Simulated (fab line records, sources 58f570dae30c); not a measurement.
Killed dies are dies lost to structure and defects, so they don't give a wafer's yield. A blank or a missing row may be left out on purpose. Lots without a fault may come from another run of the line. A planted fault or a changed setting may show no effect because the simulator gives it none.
Which tool did it? | flow berkeley_cmos170 | 14 lots, 42 wafers sampled, at 6 steps of a route of 331

WHAT THE GAUGES READ, wafer by wafer
UCB170_M1_CD_MEAS_09: target cd 700 nm.
lot  | measured     | on        | cd_nm (nm)
L517 | day 8 08:35  | cd_sem-01 | 700.1 701.8 701.5
L521 | day 8 15:34  | cd_sem-02 | 699.9 699.7 700.6
L520 | day 8 18:07  | cd_sem-01 | 698.6 699.6 700.1
L522 | day 9 12:31  | cd_sem-01 | 698.1 699.2 699.5
L523 | day 9 12:49  | cd_sem-02 | 698.4 699.6 699.9
L524 | day 9 13:00  | cd_sem-02 | 701.1 699.5 699.8
L527 | day 10 17:38 | cd_sem-01 | 697.7 699.7 697.5
L530 | day 11 09:21 | cd_sem-01 | 699.0 699.1 699.3
L529 | day 11 10:46 | cd_sem-02 | 702.0 701.3 700.8
L535 | day 11 22:50 | cd_sem-02 | 701.1 700.9 700.1
L534 | day 11 23:24 | cd_sem-02 | 700.3 699.5 699.4
L536 | day 12 14:25 | cd_sem-02 | 700.3 699.1 699.4
L537 | day 12 14:45 | cd_sem-01 | 700.5 701.1 700.3
L538 | day 12 22:43 | cd_sem-02 | 700.2 698.9 699.7

UCB170_M2_RS_MEAS_02: measures by four-point-probe.
lot  | measured     | on            | M2_AL_RS (ohm/sq)
L517 | day 8 13:28  | film_metro-02 | 0.0319 0.0316 0.0322
L521 | day 8 21:25  | film_metro-04 | 0.0319 0.0322 0.0321
L520 | day 8 23:55  | film_metro-02 | 0.0321 0.0319 0.0319
L522 | day 9 18:20  | film_metro-01 | 0.0319 0.0319 0.0322
L523 | day 9 18:56  | film_metro-04 | 0.0318 0.0319 0.0317
L524 | day 9 18:50  | film_metro-01 | 0.0325 0.0325 0.0326
L527 | day 11 01:21 | film_metro-01 | 0.0162 0.0161 0.0160
L530 | day 11 13:59 | film_metro-04 | 0.0162 0.0159 0.0159
L529 | day 11 15:22 | film_metro-01 | 0.0327 0.0326 0.0329
L535 | day 12 04:29 | film_metro-01 | 0.0323 0.0324 0.0323
L534 | day 12 04:22 | film_metro-04 | 0.0327 0.0327 0.0326
L536 | day 12 20:43 | film_metro-01 | 0.0318 0.0320 0.0319
L537 | day 12 21:04 | film_metro-01 | 0.0324 0.0323 0.0321
L538 | day 13 04:25 | film_metro-04 | 0.0327 0.0325 0.0326

UCB170_M2_THK_MEAS_03: measures by xrf.
lot  | measured     | on            | M2_AL_THK (nm)
L517 | day 8 13:33  | film_metro-02 | 929 942 926
L521 | day 8 21:31  | film_metro-04 | 931 923 925
L520 | day 9 00:02  | film_metro-02 | 920 933 932
L522 | day 9 18:27  | film_metro-01 | 928 926 917
L523 | day 9 19:02  | film_metro-04 | 940 937 936
L524 | day 9 18:57  | film_metro-01 | 905 913 900
L527 | day 11 01:27 | film_metro-01 | 1822 1835 1829
L530 | day 11 14:05 | film_metro-04 | 1832 1869 1853
L529 | day 11 15:29 | film_metro-01 | 901 903 897
L535 | day 12 04:37 | film_metro-01 | 918 913 914
L534 | day 12 04:29 | film_metro-04 | 911 909 911
L536 | day 12 20:50 | film_metro-01 | 932 925 929
L537 | day 12 21:11 | film_metro-01 | 913 916 927
L538 | day 13 04:31 | film_metro-04 | 902 908 907

UCB170_M2_OVL_MEAS_16.
lot  | measured     | on         | M2_OVL (nm)
L517 | day 8 16:18  | overlay-02 | 2 -2 -4
L521 | day 8 23:37  | overlay-02 | 1 5 -4
L520 | day 9 03:02  | overlay-02 | 2 1 7
L522 | day 9 20:30  | overlay-02 | -4 -1 -1
L523 | day 9 20:52  | overlay-01 | -8 0 -2
L524 | day 9 20:44  | overlay-02 | 3 8 -5
L527 | day 11 03:32 | overlay-02 | -7 -7 -3
L530 | day 11 16:11 | overlay-02 | 0 -6 4
L529 | day 11 17:58 | overlay-02 | -2 -1 4
L535 | day 12 06:56 | overlay-01 | 8 8 12
L534 | day 12 06:50 | overlay-02 | -8 -13 -12
L536 | day 12 22:49 | overlay-01 | 3 4 -8
L537 | day 12 23:05 | overlay-02 | -6 4 2
L538 | day 13 06:44 | overlay-01 | -5 2 0

WHICH TOOL RAN EACH LOT (tool, then ch and the chambers of the sampled wafers, then the start)
lot  | UCB170_V1_CMP_02              | UCB170_M2_SPUTTER_01
L517 | cmp-01 ch 1,2,3, day 8 10:47  | pvd_sputter-01, day 8 13:19
L521 | cmp-01 ch 0,1,2, day 8 18:52  | pvd_sputter-01, day 8 21:17
L520 | cmp-01 ch 0,1,3, day 8 21:31  | pvd_sputter-02, day 8 23:49
L522 | cmp-02 ch 0,2,3, day 9 14:40  | pvd_sputter-03, day 9 18:14
L523 | cmp-01 ch 0,1, day 9 15:57    | pvd_sputter-02, day 9 18:48
L524 | cmp-02 ch 0,1,3, day 9 15:57  | pvd_sputter-01, day 9 18:42
L527 | cmp-02 ch 1,2, day 10 19:44   | pvd_sputter-03, day 11 00:59
L530 | cmp-02 ch 2,3, day 11 11:25   | pvd_sputter-01, day 11 13:33
L529 | cmp-01 ch 0,2,3, day 11 13:00 | pvd_sputter-03, day 11 15:16
L535 | cmp-01 ch 1,2, day 12 02:13   | pvd_sputter-01, day 12 04:25
L534 | cmp-02 ch 1,2, day 12 02:09   | pvd_sputter-03, day 12 04:16
L536 | cmp-02 ch 0,2,3, day 12 16:34 | pvd_sputter-01, day 12 20:38
L537 | cmp-01 ch 0,1,2, day 12 17:53 | pvd_sputter-02, day 12 20:58
L538 | cmp-02 ch 0,2,3, day 13 00:50 | pvd_sputter-02, day 13 04:17
- UCB170_V1_CMP_02: polishes SiO2.
- UCB170_M2_SPUTTER_01: material Al, target thk 900 nm, time 120 s.

WHAT THE TOOLS THEMSELVES READ (means of the sampled wafers that have a number; where no wafer has one, the mark that the record gives instead)
UCB170_V1_CMP_02.
lot  | tool   | motor_current_A (A)
L517 | cmp-01 | 16.2
L521 | cmp-01 | 15.6
L520 | cmp-01 | 15.5
L522 | cmp-02 | 15.2
L523 | cmp-01 | 15.2
L524 | cmp-02 | 15.9
L527 | cmp-02 | 15.3
L530 | cmp-02 | 13.8
L529 | cmp-01 | 14.7
L535 | cmp-01 | 16.7
L534 | cmp-02 | 16.4
L536 | cmp-02 | 15.0
L537 | cmp-01 | 16.3
L538 | cmp-02 | 15.4

UCB170_M2_SPUTTER_01.
lot  | tool           | throttle_valve_pct (%)
L517 | pvd_sputter-01 | 30.1
L521 | pvd_sputter-01 | 29.8
L520 | pvd_sputter-02 | 30.8
L522 | pvd_sputter-03 | 30.2
L523 | pvd_sputter-02 | 29.5
L524 | pvd_sputter-01 | 30.1
L527 | pvd_sputter-03 | 30.2
L530 | pvd_sputter-01 | 29.9
L529 | pvd_sputter-03 | 30.2
L535 | pvd_sputter-01 | 30.3
L534 | pvd_sputter-03 | 30.0
L536 | pvd_sputter-01 | 30.6
L537 | pvd_sputter-02 | 30.1
L538 | pvd_sputter-02 | 29.4

THE ANSWER, worked out from the rows above alone
Rule: what is usual is taken from the lots themselves. Put in order of their means at a reading, lots are off if they are a third of the lots or fewer, leave a main group of 4 or more, and stand apart from it by a gap of 3 or more times the standard deviation of the main group's means; of several such gaps the widest counts. A main group whose means are all the same, to the digits that the tables above print for the reading, isn't used. A lot without any number at a reading at which 4 lots or more have one is off too. The other lots that the step has rows for count as sound. The gauges are gone through in route order, then the tools' own readings, and for those a lot's mean is taken as printed above. The first step at which some lot is off is used, and at that step the reading that is off furthest; a lot without a number counts as furthest.
Off: L527, L530, at UCB170_M2_RS_MEAS_02 (M2_AL_RS). The main group: mean 0.0322 ohm/sq, standard deviation 0.00032.
A tool fits if, at a process step before that reading, it ran every lot that is off, and no sound lot after the first of them. The gauges at UCB170_M2_RS_MEAS_02 are tried like those tools. None of those tried fits.

WHAT THE SIMULATOR HAD PUT IN
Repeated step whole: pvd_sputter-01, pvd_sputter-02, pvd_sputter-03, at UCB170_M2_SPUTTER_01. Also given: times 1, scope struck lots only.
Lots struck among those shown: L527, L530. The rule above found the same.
